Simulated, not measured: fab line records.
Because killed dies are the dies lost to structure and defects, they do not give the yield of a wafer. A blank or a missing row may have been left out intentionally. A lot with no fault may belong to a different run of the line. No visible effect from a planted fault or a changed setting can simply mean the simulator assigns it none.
Which tool did it? / flow berkeley-cmos170 / route of 331 steps, sampled at 1 step: 14 lots, 42 wafers

== WHAT THE GAUGES SHOWED, per wafer ==
UCB170_NLDD_OVL_MEAS_07. Usual: NLDD_OVL typically reads 5 nm, with standard deviation 5.6.
lot=L734; measured=day 7 19:03; on=overlay-02; NLDD_OVL (nm)=18 11 12; flag=
lot=L735; measured=day 7 20:20; on=overlay-01; NLDD_OVL (nm)=3 4 -1; flag=
lot=L737; measured=day 7 22:26; on=overlay-01; NLDD_OVL (nm)=2 6 6; flag=
lot=L739; measured=day 9 10:12; on=overlay-01; NLDD_OVL (nm)=5 2 5; flag=
lot=L746; measured=day 9 18:37; on=overlay-02; NLDD_OVL (nm)=11 16 5; flag=
lot=L743; measured=day 9 18:58; on=overlay-01; NLDD_OVL (nm)=10 1 -6; flag=
lot=L748; measured=day 11 03:08; on=overlay-01; NLDD_OVL (nm)=10 10 8; flag=
lot=L750; measured=day 11 03:25; on=overlay-01; NLDD_OVL (nm)=8 9 18; flag=
lot=L752; measured=day 11 03:37; on=overlay-02; NLDD_OVL (nm)=4 0 5; flag=
lot=L751; measured=day 11 03:49; on=overlay-01; NLDD_OVL (nm)=8 4 11; flag=
lot=L753; measured=day 11 19:59; on=overlay-02; NLDD_OVL (nm)=4 1 7; flag=
lot=L755; measured=day 11 20:31; on=overlay-02; NLDD_OVL (nm)=5 0 4; flag=
lot=L754; measured=day 11 21:04; on=overlay-02; NLDD_OVL (nm)=-4 -6 -14; flag=
lot=L757; measured=day 12 12:59; on=overlay-01; NLDD_OVL (nm)=7 0 9; flag=

== TOOL THAT RAN EACH LOT (tool first, then ch and the chambers of the sampled wafers, then the start) ==
Record: no process step prior to these readings.

== AS READ BY THE TOOLS THEMSELVES (means over the sampled wafers that have a number; for cases with no such wafer, the mark the record gives instead) ==
The record holds no such reading with a usual standard deviation.

== THE ANSWER, worked out from the rows above alone ==
Rule: take the mean of a lot's wafers that have a number; if it is more than 3 standard deviations from the usual mean, the lot is off. Also off: a lot with no number at a reading for which 4 or more lots have one. Where the step has rows for the other lots, those lots are counted as sound. Order of review: gauges by route order, followed by the tools' own readings, for which a lot's mean as printed above is used. At the first step where some lot is off, the reading lying furthest off is the one used; lots without a number count as furthest.
Across all readings shown, no lot is off: no conclusion can be drawn from this.

== WHAT THE SIMULATOR PUT IN ==
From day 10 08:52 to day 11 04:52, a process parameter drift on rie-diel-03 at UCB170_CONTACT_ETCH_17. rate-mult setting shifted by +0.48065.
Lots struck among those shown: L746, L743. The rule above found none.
